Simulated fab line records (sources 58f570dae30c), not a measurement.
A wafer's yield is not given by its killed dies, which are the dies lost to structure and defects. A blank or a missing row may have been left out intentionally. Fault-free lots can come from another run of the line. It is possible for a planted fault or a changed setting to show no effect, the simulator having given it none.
Which tool is to blame?	flow berkeley cmos170	Sampling: 15 lots, 45 wafers, 3 of 331 route steps

## WHAT THE GAUGES READ, wafer by wafer
UCB170_ACTIVE_CD_MEAS_13: target cd 1200 nm.
lot	measured	on	cd nm (nm)
L953	day 5 02:27	cd sem-02	1201.0 1199.3 1200.5
L954	day 5 02:10	cd sem-01	1200.3 1202.2 1202.1
L955	day 6 03:15	cd sem-02	1201.7 1202.6 1200.3
L957	day 6 07:04	cd sem-02	1201.3 1199.8 1201.0
L960	day 6 07:55	cd sem-02	1198.4 1197.4 1199.4
L961	day 6 08:17	cd sem-02	1198.1 1198.9 1198.0
L962	day 6 07:35	cd sem-02	1202.2 1201.4 1201.2
L972	day 8 21:38	cd sem-02	1200.2 1200.7 1200.3
L973	day 8 21:02	cd sem-02	1198.1 1198.1 1198.8
L974	day 9 02:59	cd sem-01	1201.8 1200.6 1199.9
L975	day 9 02:58	cd sem-02	1202.0 1201.3 1201.1
L976	day 9 03:07	cd sem-02	1198.4 1199.0 1199.8

UCB170_ACTIVE_OVL_MEAS_14.
lot	measured	on	ACTIVE_OVL (nm)
L953	day 5 02:34	overlay-02	5 1 4
L954	day 5 02:17	overlay-02	-8 -1 -5
L955	day 6 03:20	overlay-02	2 1 1
L957	day 6 07:10	overlay-02	-3 1 2
L960	day 6 07:59	overlay-01	-1 -1 -1
L961	day 6 08:24	overlay-02	3 4 4
L962	day 6 07:42	overlay-02	3 7 -4
L972	day 8 21:45	overlay-02	-5 -3 -9
L973	day 8 21:08	overlay-02	-2 -4 -9
L974	day 9 03:06	overlay-01	0 1 4
L975	day 9 03:05	overlay-02	-9 -10 -11
L976	day 9 03:13	overlay-02	3 10 11

## EACH LOT AND THE TOOL THAT RAN IT (in order: tool; ch and the chambers of the sampled wafers; start)
lot	UCB170_NWELL_CVD_04
L953	lpcvd-01 ch 0, day 2 11:19
L954	lpcvd-01 ch 1, day 2 11:19
L955	lpcvd-02 ch 1, day 3 10:10
L957	lpcvd-01 ch 1, day 3 20:01
L960	lpcvd-02 ch 0, day 4 06:47
L961	lpcvd-02 ch 1, day 4 06:47
L962	lpcvd-02 ch 1, day 4 06:47
L965	lpcvd-02 ch 0, day 4 20:24
L966	lpcvd-02 ch 1, day 5 00:56
L967	lpcvd-02 ch 0, day 5 04:26
L972	lpcvd-01 ch 1, day 6 04:52
L973	lpcvd-01 ch 0, day 6 08:36
L974	lpcvd-01 ch 0, day 6 13:44
L975	lpcvd-02 ch 0, day 6 21:38
L976	lpcvd-01 ch 1, day 7 00:47
- UCB170_NWELL_CVD_04: deposits Si3N4 from SiH2Cl2/NH3, target thk 224 nm, time 3360 s.

## WHAT THE TOOLS THEMSELVES READ (means of the sampled wafers that have a number; where no wafer has one, the mark that the record gives instead)
UCB170_NWELL_CVD_04.
lot	tool	nh3 flow sccm (sccm)	pressure mtorr (mTorr)	spike tc load C (C)
L953	lpcvd-01	74.86	200.1	824.8
L954	lpcvd-01	75.09	200.2	824.8
L955	lpcvd-02	74.97	200.0	824.1
L957	lpcvd-01	75.20	199.8	823.9
L960	lpcvd-02	74.80	200.2	826.8
L961	lpcvd-02	74.66	200.5	823.7
L962	lpcvd-02	74.88	200.1	824.7
L965	lpcvd-02	-	-	-
L966	lpcvd-02	-	-	-
L967	lpcvd-02	-	-	-
L972	lpcvd-01	74.95	200.0	824.9
L973	lpcvd-01	74.90	200.2	824.5
L974	lpcvd-01	74.87	200.6	826.1
L975	lpcvd-02	74.79	200.2	827.4
L976	lpcvd-01	74.92	200.3	825.2

## THE ANSWER, worked out from the rows above alone
Rule: what is usual is taken from the lots themselves. Put in order of their means at a reading, lots are off if they are a third of the lots or fewer, leave a main group of 4 or more, and stand apart from it by a gap of 3 or more times the standard deviation of the main group's means; of several such gaps the widest counts. Not used: any main group whose means are identical at the precision the tables above print for the reading. Also off: a lot with no number at a reading for which 4 or more lots have one. The other lots that the step has rows for count as sound. First the gauges in route order, then the tools' own readings, where a lot's mean is used as printed above. The first step at which some lot is off is used, and at that step the reading that is off furthest; a lot without a number counts as furthest.
Off: L965, L966, L967 (UCB170_NWELL_CVD_04, nh3 flow sccm). Without a number there: L965, L966, L967. Mean 74.91 sccm and standard deviation 0.13 in the main group.
If a tool, at that step or one of the process steps before it, ran each lot that is off and ran no sound lot following the first of them, it fits. Of those tried, none fits.

## WHAT HAD BEEN PUT IN BY THE SIMULATOR
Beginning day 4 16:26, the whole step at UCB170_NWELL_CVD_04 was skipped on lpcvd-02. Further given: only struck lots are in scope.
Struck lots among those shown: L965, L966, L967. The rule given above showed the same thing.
